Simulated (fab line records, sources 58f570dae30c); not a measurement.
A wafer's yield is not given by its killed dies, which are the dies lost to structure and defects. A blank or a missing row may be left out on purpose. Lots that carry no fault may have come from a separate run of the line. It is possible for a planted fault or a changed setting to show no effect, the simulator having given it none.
Lot-split experiment || flow berkeley_cmos170 || on a route of 331 steps: 5 lots, 23 wafers read

== THE SPLIT ==
At UCB170_PSD_IMPLANT_08, the setting energy_kev was moved away from the recipe's 20 on 8 of the 23 wafers read, by -2.4% to +5.6%. All remaining wafers had this setting at the recipe value.

The split's own step is where the reading is taken.

== THE READING ==
The simulator's own value implant.drp_nm, read by no gauge, in nm at UCB170_PSD_IMPLANT_08. There is no usual value for it anywhere in the file.

{"wafer": "L077.2", "tool, chamber at the split": "implanter-02, 0", "energy_kev as run": 19.54, "against the recipe": "-2.3%", "implant.drp_nm, nm": 27.88, "against lot-mates on the recipe": -0.46}
{"wafer": "L077.3", "tool, chamber at the split": "implanter-02, 0", "energy_kev as run": 19.54, "against the recipe": "-2.3%", "implant.drp_nm, nm": 27.88, "against lot-mates on the recipe": -0.46}
{"wafer": "L077.6", "tool, chamber at the split": "implanter-02, 0", "energy_kev as run": 19.54, "against the recipe": "-2.3%", "implant.drp_nm, nm": 27.88, "against lot-mates on the recipe": -0.46}
{"wafer": "L077.4", "tool, chamber at the split": "implanter-02, 0", "energy_kev as run": 20, "against the recipe": "recipe", "implant.drp_nm, nm": 28.34, "against lot-mates on the recipe": "-"}
{"wafer": "L077.5", "tool, chamber at the split": "implanter-02, 0", "energy_kev as run": 20, "against the recipe": "recipe", "implant.drp_nm, nm": 28.34, "against lot-mates on the recipe": "-"}
{"wafer": "L081.1", "tool, chamber at the split": "implanter-03, 0", "energy_kev as run": 21.12, "against the recipe": "+5.6%", "implant.drp_nm, nm": 29.61, "against lot-mates on the recipe": "+1.27"}
{"wafer": "L081.3", "tool, chamber at the split": "implanter-03, 0", "energy_kev as run": 21.12, "against the recipe": "+5.6%", "implant.drp_nm, nm": 29.61, "against lot-mates on the recipe": "+1.27"}
{"wafer": "L081.2", "tool, chamber at the split": "implanter-03, 0", "energy_kev as run": 20, "against the recipe": "recipe", "implant.drp_nm, nm": 28.34, "against lot-mates on the recipe": "-"}
{"wafer": "L081.4", "tool, chamber at the split": "implanter-03, 0", "energy_kev as run": 20, "against the recipe": "recipe", "implant.drp_nm, nm": 28.34, "against lot-mates on the recipe": "-"}
{"wafer": "L081.5", "tool, chamber at the split": "implanter-03, 0", "energy_kev as run": 20, "against the recipe": "recipe", "implant.drp_nm, nm": 28.34, "against lot-mates on the recipe": "-"}
{"wafer": "L080.1", "tool, chamber at the split": "implanter-04, 0", "energy_kev as run": 19.51, "against the recipe": "-2.4%", "implant.drp_nm, nm": 27.85, "against lot-mates on the recipe": -0.49}
{"wafer": "L080.5", "tool, chamber at the split": "implanter-04, 0", "energy_kev as run": 19.51, "against the recipe": "-2.4%", "implant.drp_nm, nm": 27.85, "against lot-mates on the recipe": -0.49}
{"wafer": "L080.6", "tool, chamber at the split": "implanter-04, 0", "energy_kev as run": 19.51, "against the recipe": "-2.4%", "implant.drp_nm, nm": 27.85, "against lot-mates on the recipe": -0.49}
{"wafer": "L080.3", "tool, chamber at the split": "implanter-04, 0", "energy_kev as run": 20, "against the recipe": "recipe", "implant.drp_nm, nm": 28.34, "against lot-mates on the recipe": "-"}
{"wafer": "L080.4", "tool, chamber at the split": "implanter-04, 0", "energy_kev as run": 20, "against the recipe": "recipe", "implant.drp_nm, nm": 28.34, "against lot-mates on the recipe": "-"}
{"wafer": "L082.1", "tool, chamber at the split": "implanter-03, 0", "energy_kev as run": 20, "against the recipe": "recipe", "implant.drp_nm, nm": 28.34, "against lot-mates on the recipe": "-"}
{"wafer": "L082.2", "tool, chamber at the split": "implanter-03, 0", "energy_kev as run": 20, "against the recipe": "recipe", "implant.drp_nm, nm": 28.34, "against lot-mates on the recipe": "-"}
{"wafer": "L082.4", "tool, chamber at the split": "implanter-03, 0", "energy_kev as run": 20, "against the recipe": "recipe", "implant.drp_nm, nm": 28.34, "against lot-mates on the recipe": "-"}
{"wafer": "L083.1", "tool, chamber at the split": "implanter-02, 0", "energy_kev as run": 20, "against the recipe": "recipe", "implant.drp_nm, nm": 28.34, "against lot-mates on the recipe": "-"}
{"wafer": "L083.2", "tool, chamber at the split": "implanter-02, 0", "energy_kev as run": 20, "against the recipe": "recipe", "implant.drp_nm, nm": 28.34, "against lot-mates on the recipe": "-"}
{"wafer": "L083.3", "tool, chamber at the split": "implanter-02, 0", "energy_kev as run": 20, "against the recipe": "recipe", "implant.drp_nm, nm": 28.34, "against lot-mates on the recipe": "-"}
{"wafer": "L083.5", "tool, chamber at the split": "implanter-02, 0", "energy_kev as run": 20, "against the recipe": "recipe", "implant.drp_nm, nm": 28.34, "against lot-mates on the recipe": "-"}
{"wafer": "L083.6", "tool, chamber at the split": "implanter-02, 0", "energy_kev as run": 20, "against the recipe": "recipe", "implant.drp_nm, nm": 28.34, "against lot-mates on the recipe": "-"}

THE FIT
A straight line over all 23 wafers: implant.drp_nm changes by +0.218 nm for each +1% of energy_kev; r = +1.00; the points scatter about the line by 0.022 nm.
The same after taking each lot's own level away (the mean of its wafers on the recipe; 23 wafers): +0.218 nm for each +1%; r = +1.00; scatter 0.022 nm.
Per that fit: largest energy_kev move, reading shift of 1.2 nm.
The lots' own levels span 28.340 to 28.340 nm.
The two slopes are in agreement: the lot-to-lot level therefore moves the slope only a little.
Check: with one of the wafers moved furthest among these (+5.6%) left out of the fit, the line predicts +1.21 nm for it against its lot-mates. Against them it came out at +1.27 nm.

== THESE WAFERS: OTHER SPLITS ==
Other splits were also applied to these wafers ahead of the reading. Each is held against what the fit with the lots' levels taken away leaves over:
{"other split on the same wafers": "UCB170_PWELL_CVD_05 time_s", "wafers away from the commonest value": 15, "r with implant.drp_nm (lot level and that fit taken away)": "+0.15"}
{"other split on the same wafers": "UCB170_PWELL_IMPLANT_15 energy_kev", "wafers away from the commonest value": 10, "r with implant.drp_nm (lot level and that fit taken away)": -0.16}
{"other split on the same wafers": "UCB170_FIELD_OXIDATION_01 temp_c", "wafers away from the commonest value": 13, "r with implant.drp_nm (lot level and that fit taken away)": "+0.02"}
{"other split on the same wafers": "UCB170_PVT_IMPLANT_07 energy_kev", "wafers away from the commonest value": 5, "r with implant.drp_nm (lot level and that fit taken away)": "+0.16"}
{"other split on the same wafers": "UCB170_GATE_COAT_07 spin_rpm", "wafers away from the commonest value": 11, "r with implant.drp_nm (lot level and that fit taken away)": -0.11}
{"other split on the same wafers": "UCB170_NLDD_IMPLANT_09 energy_kev", "wafers away from the commonest value": 9, "r with implant.drp_nm (lot level and that fit taken away)": "+0.13"}

== THE WHOLE CHAIN: every reading that the file lists as answering this split, in the file's order ==
{"step": "UCB170_PSD_IMPLANT_08", "what it does": "", "reading": "implant.rp_nm (the simulator's own value, which no gauge read)", "change (the file's fit)": "+0.65 nm for each +1% of the setting", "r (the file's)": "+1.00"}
{"step": "UCB170_PSD_IMPLANT_08", "what it does": "", "reading": "implant.drp_nm (the simulator's own value, which no gauge read)", "change (the file's fit)": "+0.22 nm for each +1% of the setting", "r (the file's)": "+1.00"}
{"step": "UCB170_PSD_STRIP_09", "what it does": "strips in O2", "reading": "strip_time_to_endpoint_s", "change (the file's fit)": "withheld for each +1% of the setting", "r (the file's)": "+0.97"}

== THE FILE'S OWN FIT ==
implant.drp_nm changes by +0.22 nm for each +1% of energy_kev, r = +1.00.
